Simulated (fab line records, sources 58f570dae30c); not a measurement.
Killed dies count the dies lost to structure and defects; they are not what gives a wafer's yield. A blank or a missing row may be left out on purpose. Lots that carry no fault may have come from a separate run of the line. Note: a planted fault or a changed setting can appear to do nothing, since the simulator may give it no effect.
Lot-split experiment :: flow berkeley cmos170 :: route with 331 steps; 5 lots, 23 wafers read

## ON THE SPLIT
At UCB170_NSD_EXPOSE_03 (exposes mask NSELECT MOD, target cd 1200 nm), the setting dose mj was moved away from the recipe's 30 on 7 of the 23 wafers read, by -5.1% to +7.0%. This setting was run at the recipe's value on the other wafers.

## FROM THE SPLIT TO THE READING: what the file shows between them, 2 steps
- UCB170_NSD_PEB_04
- UCB170_NSD_DEVELOP_05: develop time 45 s

## THE READING
cd nm, in nm, at UCB170_NSD_CD_MEAS_06 (target cd 1200 nm). A value of 1200.2 nm with a standard deviation of 1.8 nm is what fault-free wafers of this fab line usually give.

wafer: L078.1
tool, chamber at the split: krf scanner-02, 0
dose mj as run: 30
against the recipe: recipe
cd nm, nm: 1198.5
against lot-mates on the recipe: -

wafer: L078.3
tool, chamber at the split: krf scanner-02, 0
dose mj as run: 30
against the recipe: recipe
cd nm, nm: 1200.3
against lot-mates on the recipe: -

wafer: L078.4
tool, chamber at the split: krf scanner-02, 0
dose mj as run: 30
against the recipe: recipe
cd nm, nm: 1199.4
against lot-mates on the recipe: -

wafer: L078.5
tool, chamber at the split: krf scanner-02, 0
dose mj as run: 30
against the recipe: recipe
cd nm, nm: 1198.2
against lot-mates on the recipe: -

wafer: L078.6
tool, chamber at the split: krf scanner-02, 0
dose mj as run: 30
against the recipe: recipe
cd nm, nm: 1200.0
against lot-mates on the recipe: -

wafer: L081.2
tool, chamber at the split: krf scanner-02, 0
dose mj as run: 32.1
against the recipe: +7.0%
cd nm, nm: 1211.7
against lot-mates on the recipe: +11.5

wafer: L081.3
tool, chamber at the split: krf scanner-02, 0
dose mj as run: 30
against the recipe: recipe
cd nm, nm: 1200.7
against lot-mates on the recipe: -

wafer: L081.4
tool, chamber at the split: krf scanner-02, 0
dose mj as run: 30
against the recipe: recipe
cd nm, nm: 1199.6
against lot-mates on the recipe: -

wafer: L081.5
tool, chamber at the split: krf scanner-02, 0
dose mj as run: 32.1
against the recipe: +7.0%
cd nm, nm: 1212.9
against lot-mates on the recipe: +12.8

wafer: L081.6
tool, chamber at the split: krf scanner-02, 0
dose mj as run: 32.1
against the recipe: +7.0%
cd nm, nm: 1212.1
against lot-mates on the recipe: +11.9

wafer: L083.1
tool, chamber at the split: krf scanner-01, 0
dose mj as run: 31.89
against the recipe: +6.3%
cd nm, nm: 1211.9
against lot-mates on the recipe: +10.4

wafer: L083.2
tool, chamber at the split: krf scanner-01, 0
dose mj as run: 30
against the recipe: recipe
cd nm, nm: 1202.5
against lot-mates on the recipe: -

wafer: L083.4
tool, chamber at the split: krf scanner-01, 0
dose mj as run: 30
against the recipe: recipe
cd nm, nm: 1200.6
against lot-mates on the recipe: -

wafer: L083.5
tool, chamber at the split: krf scanner-01, 0
dose mj as run: 31.89
against the recipe: +6.3%
cd nm, nm: 1211.2
against lot-mates on the recipe: +9.7

wafer: L083.6
tool, chamber at the split: krf scanner-01, 0
dose mj as run: 30
against the recipe: recipe
cd nm, nm: 1201.5
against lot-mates on the recipe: -

wafer: L080.1
tool, chamber at the split: krf scanner-02, 0
dose mj as run: 30
against the recipe: recipe
cd nm, nm: 1200.3
against lot-mates on the recipe: -

wafer: L080.2
tool, chamber at the split: krf scanner-02, 0
dose mj as run: 30
against the recipe: recipe
cd nm, nm: 1200.2
against lot-mates on the recipe: -

wafer: L080.3
tool, chamber at the split: krf scanner-02, 0
dose mj as run: 30
against the recipe: recipe
cd nm, nm: 1200.3
against lot-mates on the recipe: -

wafer: L080.4
tool, chamber at the split: krf scanner-02, 0
dose mj as run: 28.47
against the recipe: -5.1%
cd nm, nm: 1193.1
against lot-mates on the recipe: -7.2

wafer: L080.6
tool, chamber at the split: krf scanner-02, 0
dose mj as run: 28.47
against the recipe: -5.1%
cd nm, nm: 1190.5
against lot-mates on the recipe: -9.8

wafer: L082.2
tool, chamber at the split: krf scanner-02, 0
dose mj as run: 30
against the recipe: recipe
cd nm, nm: 1198.9
against lot-mates on the recipe: -

wafer: L082.3
tool, chamber at the split: krf scanner-02, 0
dose mj as run: 30
against the recipe: recipe
cd nm, nm: 1197.0
against lot-mates on the recipe: -

wafer: L082.6
tool, chamber at the split: krf scanner-02, 0
dose mj as run: 30
against the recipe: recipe
cd nm, nm: 1197.3
against lot-mates on the recipe: -

THE FIT
A straight line over all 23 wafers: cd nm changes by +1.75 nm for each +1% of dose mj; r = +0.98; the points scatter about the line by 1.4 nm.
The same after taking each lot's own level away (the mean of its wafers on the recipe; 23 wafers): +1.67 nm for each +1%; r = +0.99; scatter 0.79 nm.
That fit puts the effect of the largest move of dose mj on the reading at 12 nm.
The lots' own levels span 1197.73 to 1201.53 nm, that is 2.1 times the standard deviation above.
So the lot-to-lot level changes the slope little: the two slopes agree.
Check: +11.8 nm against its lot-mates is what the line predicts for one of the wafers moved furthest among these (+7.0%) when that wafer is left out of the fit. It came out at +11.5 nm against them.

## OTHER SPLITS APPLIED TO THESE WAFERS
Other splits were also applied to these wafers ahead of the reading. Each is held against what the fit with the lots' levels taken away leaves over:
other split on the same wafers: UCB170_ZERO_ETCH_06 over etch frac
wafers away from the commonest value: 8
r with cd nm (lot level and that fit taken away): -0.01

other split on the same wafers: UCB170_PFIELD_IMPLANT_07 energy kev
wafers away from the commonest value: 10
r with cd nm (lot level and that fit taken away): +0.24

other split on the same wafers: UCB170_GATE_ETCH_15 icp w
wafers away from the commonest value: 8
r with cd nm (lot level and that fit taken away): +0.01

other split on the same wafers: UCB170_PLDD_EXPOSE_03 dose mj
wafers away from the commonest value: 10
r with cd nm (lot level and that fit taken away): +0.32

## THE FILE'S OWN FIT
cd nm changes by +1.66 nm for each +1% of dose mj, r = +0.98.
